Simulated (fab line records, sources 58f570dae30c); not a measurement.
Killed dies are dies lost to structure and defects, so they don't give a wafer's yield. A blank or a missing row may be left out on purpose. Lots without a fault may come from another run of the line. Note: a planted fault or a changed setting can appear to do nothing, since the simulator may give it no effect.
The tool behind it: which one? / flow berkeleyCmos170 / Sampling: 15 lots, 45 wafers, 2 of 331 route steps

== WHAT THE GAUGES READ, wafer by wafer ==
UCB170_PWELL_THK_MEAS_03.
lot=L664; measured=day 3 09:50; on=filmMetro-02; PWELL_OXIDE_THK (nm)=26.4 26.6 26.7
lot=L665; measured=day 3 12:32; on=filmMetro-04; PWELL_OXIDE_THK (nm)=38.4 38.2 38.4 38.4 38.2 38.4
lot=L666; measured=day 3 21:04; on=filmMetro-02; PWELL_OXIDE_THK (nm)=39.3 39.4 40.0 39.2 39.4 40.0
lot=L668; measured=day 4 13:26; on=filmMetro-04; PWELL_OXIDE_THK (nm)=40.1 39.3 39.9 40.1 39.3 39.9
lot=L669; measured=day 4 09:06; on=filmMetro-02; PWELL_OXIDE_THK (nm)=26.9 26.9 26.6
lot=L675; measured=day 5 13:31; on=filmMetro-01; PWELL_OXIDE_THK (nm)=26.6 26.2 26.5
lot=L677; measured=day 5 19:19; on=filmMetro-02; PWELL_OXIDE_THK (nm)=26.8 26.8 26.7
lot=L679; measured=day 6 00:29; on=filmMetro-01; PWELL_OXIDE_THK (nm)=26.3 26.5 26.6
lot=L680; measured=day 6 15:08; on=filmMetro-02; PWELL_OXIDE_THK (nm)=26.6 26.8 26.6
lot=L681; measured=day 6 15:07; on=filmMetro-04; PWELL_OXIDE_THK (nm)=27.1 27.2 27.2
lot=L682; measured=day 6 15:07; on=filmMetro-01; PWELL_OXIDE_THK (nm)=26.9 26.7 26.4
lot=L683; measured=day 6 23:04; on=filmMetro-04; PWELL_OXIDE_THK (nm)=25.4 25.7 26.0
lot=L684; measured=day 6 23:07; on=filmMetro-04; PWELL_OXIDE_THK (nm)=26.2 26.3 26.1
lot=L685; measured=day 7 08:51; on=filmMetro-02; PWELL_OXIDE_THK (nm)=26.1 26.4 26.5
lot=L686; measured=day 7 08:50; on=filmMetro-04; PWELL_OXIDE_THK (nm)=26.5 25.9 25.8

== TOOL THAT RAN EACH LOT (tool first, then ch and the chambers of the sampled wafers, then the start) ==
lot=L664; UCB170_PWELL_OXIDATION_02=furnace-04 ch 0, day 3 08:29
lot=L665; UCB170_PWELL_OXIDATION_02=furnace-04 ch 0, day 3 08:29
lot=L666; UCB170_PWELL_OXIDATION_02=furnace-02 ch 0, day 3 15:47
lot=L668; UCB170_PWELL_OXIDATION_02=furnace-01 ch 0, day 4 07:44
lot=L669; UCB170_PWELL_OXIDATION_02=furnace-01 ch 0, day 4 07:44
lot=L675; UCB170_PWELL_OXIDATION_02=furnace-01 ch 0, day 5 12:06
lot=L677; UCB170_PWELL_OXIDATION_02=furnace-02 ch 0, day 5 17:58
lot=L679; UCB170_PWELL_OXIDATION_02=furnace-01 ch 0, day 5 23:08
lot=L680; UCB170_PWELL_OXIDATION_02=furnace-02 ch 0, day 6 13:46
lot=L681; UCB170_PWELL_OXIDATION_02=furnace-02 ch 0, day 6 13:46
lot=L682; UCB170_PWELL_OXIDATION_02=furnace-02 ch 0, day 6 13:46
lot=L683; UCB170_PWELL_OXIDATION_02=furnace-01 ch 0, day 6 21:42
lot=L684; UCB170_PWELL_OXIDATION_02=furnace-01 ch 0, day 6 21:42
lot=L685; UCB170_PWELL_OXIDATION_02=furnace-01 ch 0, day 7 07:29
lot=L686; UCB170_PWELL_OXIDATION_02=furnace-01 ch 0, day 7 07:29
- UCB170_PWELL_OXIDATION_02: target thk 26.4 nm, ox time 1260 s.

== AS READ BY THE TOOLS THEMSELVES (means over the sampled wafers that have a number; for cases with no such wafer, the mark the record gives instead) ==
The record holds no such reading with a usual standard deviation.

== THE ANSWER, worked out from the rows above alone ==
Rule: the usual values come from the lots themselves. The widest of any qualifying gaps counts: lots, ordered by their means at a reading, are off when they make up no more than a third of the lots, leave a main group of 4 or more, and stand apart from it by 3 or more times the standard deviation of that group's means. A main group whose means are all the same, to the digits that the tables above print for the reading, isn't used. A lot without any number at a reading at which 4 lots or more have one is off too. Any other lot the step has rows for is counted as sound. Order of review: gauges by route order, followed by the tools' own readings, for which a lot's mean as printed above is used. The first step at which some lot is off is used, and at that step the reading that is off furthest; a lot without a number counts as furthest.
Off: at UCB170_PWELL_THK_MEAS_03 (PWELL_OXIDE_THK), L665, L666, L668. Mean 26.5 nm and standard deviation 0.37 in the main group.
A tool fits if, at a process step before that reading, it ran every lot that is off, and no sound lot after the first of them. Gauges at UCB170_PWELL_THK_MEAS_03: tried the same way as those tools. Not one of the candidates tried fits.

== WHAT THE SIMULATOR PUT IN ==
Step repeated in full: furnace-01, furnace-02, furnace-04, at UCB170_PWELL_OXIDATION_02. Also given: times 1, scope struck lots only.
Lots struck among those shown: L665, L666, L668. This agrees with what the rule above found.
